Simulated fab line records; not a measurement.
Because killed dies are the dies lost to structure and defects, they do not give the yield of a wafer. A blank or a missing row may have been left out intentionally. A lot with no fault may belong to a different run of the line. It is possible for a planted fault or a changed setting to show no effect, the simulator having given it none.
The same fault as seen by 2 desks :: flow berkeley_cmos170 :: each desk holds nothing but its own numbers, with what lay behind them at the end

== DESK OF THE TOOL OWNER: implanter-04 ==
UCB170_NWELL_IMPLANT_14, tool's own readings: per-lot mean of the sampled wafers with a number, covering each lot this tool ran. A lot is out of limits, marked OUT, if its mean lies more than 4 standard deviations from the usual mean; the brackets give that distance.
Columns: A = dose_ions_cm2 at UCB170_NWELL_IMPLANT_14, usual 9.998e+12
lot: L773
first seen here: day 2 12:52
A: 9.992e+12

lot: L782
first seen here: day 4 11:37
A: 1.041e+13 (+37) OUT

lot: L786
first seen here: day 5 04:22
A: 1.039e+13 (+35) OUT
This desk's finding: out of limits on L782, L786; first on L782, day 4 11:37 (dose_ions_cm2 at UCB170_NWELL_IMPLANT_14). Within limits: L773.

== FROM THE METROLOGY DESK ==
What the gauges read, lot by lot, whatever tool the lot ran on: means of the sampled wafers that have a number. A lot is out of limits, marked OUT, if its mean lies more than 4 standard deviations from the usual mean; the brackets give that distance.
Columns: A = NWELL_OXIDE_THK at UCB170_NWELL_THK_MEAS_02, usual 26.1 nm; B = NWELL_NITRIDE_THK at UCB170_NWELL_THK_MEAS_05, usual 224.5 nm; C = NWELL_OVL at UCB170_NWELL_OVL_MEAS_12, usual 1 nm
lot: L773
first seen here: day 2 01:05
A: 26.4
B: 228.9
C: -3

lot: L778
first seen here: day 3 04:10
A: 26.4
B: 223.9
C: -1

lot: L782
first seen here: day 4 03:46
A: 27.0
B: 226.7
C: -7

lot: L786
first seen here: day 4 18:17
A: 26.1
B: 220.8
C: 1

lot: L787
first seen here: day 5 02:38
A: 25.8
B: 226.8
C: -1

lot: L793
first seen here: day 6 13:10
A: 26.4
B: 221.9
C: 1
Result from this desk: across the 6 lots, nothing is out of limits.

== BROUGHT TOGETHER ==
The tool owner's desk had the chance to raise an alarm at day 4 11:37 on L782, L786.
Nothing out of limits was seen by the metrology desk.
The metrology desk has L782, L786 on record, within its limits.
On implanter-04, each named lot ran UCB170_NWELL_IMPLANT_14.

== WHAT THE SIMULATOR PUT IN ==
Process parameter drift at UCB170_NWELL_IMPLANT_14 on implanter-04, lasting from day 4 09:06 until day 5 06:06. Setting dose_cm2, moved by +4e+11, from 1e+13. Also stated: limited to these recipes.
Lots struck among those shown: L782, L786.
How many hours passed from the start of the fault until each desk's first out-of-limits reading: the tool owner's desk, 3.
